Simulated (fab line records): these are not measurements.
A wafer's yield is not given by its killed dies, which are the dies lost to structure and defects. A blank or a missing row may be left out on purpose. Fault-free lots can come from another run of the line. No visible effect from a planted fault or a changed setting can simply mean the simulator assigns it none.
Comparing a struck lot with a sound one || flow rit cmos || 15 out of 202 route steps
Sound: wafers L721.1, L721.2, L721.4. Wafers struck: L723.1, L723.3, L723.4. Last of all comes the cause.
Each step with rows lists, per side, the tool, then ch with its chambers, then its first start. Under that, the readings that differ: sound wafers || struck wafers || difference of the means || sigmas: that difference in standard deviations of wafers without a fault.
alike: readings whose means differ by less than 2 such deviations, and words and numbers that are the same on both sides. not compared: withheld readings, readings that some wafer has no value for, bounds like >300 that may hide the same value, and numbers for which the record gives no deviation and whose values overlap.
A row with sigmas, a row that says differs or no value, or rows on one side alone: a step with any of these is where the two part. Non-overlapping numbers with no deviation appear without sigmas and do not part them. A reading that every wafer of one side lacks parts them only if that side has two wafers or more.

first, 1 step without rows for these wafers: RIT_CONTACT_CLEAN_14 (cleans in SC2, time 600 s).
RIT_M1_SPUTTER_00: material Al, target thk 400 nm, time 500 s.
  struck on pvd sputter-02, day 7 04:56; sound on pvd sputter-02, day 6 18:13
  alike: throttle valve pct
RIT_M1_RS_MEAS_01: the measuring method here is four-point-probe.
  struck on film metro-03, day 7 05:14; sound on film metro-01, day 6 18:30
  alike: M1_AL_RS
RIT_M1_THK_MEAS_02: measures by xrf.
  struck on film metro-03, day 7 05:21; sound on film metro-01, day 6 18:37
  alike: M1_AL_THK
then, 6 steps without rows for these wafers: RIT_M1_HMDS_03 (prime time 60 s); RIT_M1_COAT_04 (resist thk 1312 nm); RIT_M1_SOFTBAKE_05 (time 60 s); RIT_M1_EXPOSE_06 (exposes mask M12, target cd 2600 nm); RIT_M1_PEB_07; RIT_M1_DEVELOP_08 (develop time 68 s).
RIT_M1_CD_MEAS_09: the cd target is 2600 nm.
  struck on cd sem-02, day 7 06:41; sound on cd sem-01, day 6 19:41
  alike: cd nm
RIT_M1_OVL_MEAS_10:
  struck on overlay-02, day 7 06:48; sound on overlay-02, day 6 19:49
  alike: M1_OVL
RIT_M1_HARDBAKE_11: time 120 s.
  sound on litho track-01 ch 0, day 6 19:50; struck on litho track-02 ch 0, day 7 06:51
{"reading": "heater power total W (W)", "sound": "52.03 51.90 52.06", "struck": "51.45 51.40 51.47", "difference": -0.56, "sigmas": -10}
{"reading": "plate temp C (C)", "sound": "139.62 139.87 139.85", "struck": "138.77 138.81 139.06", "difference": -0.90, "sigmas": -6}
RIT_M1_METAL_ETCH_12: etches Al in Cl2/BCl3, stops on SiO2, time 165 s, target depth 600 nm.
  sound on rie metal-03 ch 0,1, day 6 20:05; struck on rie metal-04 ch 0,1, day 7 07:06
  alike: drypump motor current A, oes product au, throttle valve pct
  not compared: rf hours counter h
RIT_M1_PROBE_99:
  struck on prober-02, day 7 09:21; sound on prober-02, day 6 23:14
  alike: defect limited yield, killed_at_M0_to_M3, killed at contacts, killed at front end, killed dies, killed open, killed short, sort_bin_3_pad_short, sort_bin_5_function, sort_bin_6_memory, sort n pass, sort yield pct

## WHERE THEY PART
RIT_M1_HARDBAKE_11 only, going by this record. Later steps at which nothing parts them and some readings are alike: RIT_M1_METAL_ETCH_12, RIT_M1_PROBE_99.

WHY: the cause the simulator had injected
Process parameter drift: litho track-02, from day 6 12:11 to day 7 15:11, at RIT_M1_HARDBAKE_11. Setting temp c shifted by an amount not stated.
